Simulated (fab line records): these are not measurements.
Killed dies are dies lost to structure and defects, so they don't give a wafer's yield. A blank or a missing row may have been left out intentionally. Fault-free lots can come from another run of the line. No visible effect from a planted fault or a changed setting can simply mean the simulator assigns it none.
Code-filled problem report in 8D (eight disciplines) form	flow berkeley cmos170	the parts of the form that need people (team, actions taken, sign-off) are left out

1. THE PROBLEM
Wafers without a fault read 223.6 s, standard deviation 0.42; run length s at UCB170_M3_METAL_ETCH_18 reads a mean of 230.6 s on 6 wafers belonging to 2 lots. That is +17 standard deviations from the usual mean.
The step: etches Al in Cl2/BCl3, stops on SiO2, target depth 1170 nm, time 195 s.
Earliest sighting: wafer L753.1 on rie metal-04 at day 11 21:16. Wafers with a number at this step in the record: 42, from 14 lots. Rule for "out", or "out of limits": more than 4 standard deviations from the usual mean. All remaining wafers that have a number are taken as sound.

2. WHAT IT IS; WHAT IT IS NOT
question	is	is not
which readings at this step	run length s	drypump motor current A, oes product au, throttle valve pct
which lots	L752, L753	L739, L740, L741, L743, L744, L745, L746, L749, L750, L757, L759, L760
which wafers of those lots	all that have a number	-
read on which tools	rie metal-04	rie metal-02, rie metal-03
when	from day 11 21:16	up to then (27 sound wafers); but 9 sound wafers of L757, L759, L760 came after

3. THE SUSPECTS, EACH WITH WHAT RULES IT OUT
Counting: a tool stays on the suspect list if, at a process step up to the reading, it processed all lots that are out and no sound lot following the first of them.
- rie metal-04 at UCB170_M3_METAL_ETCH_18 (etches Al in Cl2/BCl3, stops on SiO2, target depth 1170 nm, time 195 s): kept. It processed each lot that is out, first L753 at day 11 21:16, and no sound lot thereafter; up to then, the last sound lot it processed was L750 at day 11 06:10. On those wafers its own readings are out: run length s.
Left after counting: rie metal-04 at UCB170_M3_METAL_ETCH_18.

4. THE CAUSE (what the simulator had put in)
Process parameters drifting: rie metal-04 at UCB170_M3_METAL_ETCH_18, beginning at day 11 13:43. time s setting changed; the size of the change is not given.
The count eliminated every tool but this one.

5. THE CHAIN OF EFFECTS, in route order
One row per reading whose mean, taken over the struck wafers that have a number, lies over 3 standard deviations from the usual. Scope: only readings with a usual standard deviation given in the record; hours: median across lots of the time from each lot's start at the first step in this table that gives one to its start at this step; sigmas: change in usual standard deviations.
hours	step	reading	usual	on struck wafers	change	sigmas
0	UCB170_M3_METAL_ETCH_18	run length s	223.6 s	230.6	+7.0	+17
It contains these process steps:
- UCB170_M3_METAL_ETCH_18: etches Al in Cl2/BCl3, stops on SiO2, target depth 1170 nm, time 195 s.

6. WHAT WOULD HAVE CAUGHT IT SOONER
In this record no reading fell out of limits until day 11 21:16, 8 hours after the fault had begun at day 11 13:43.
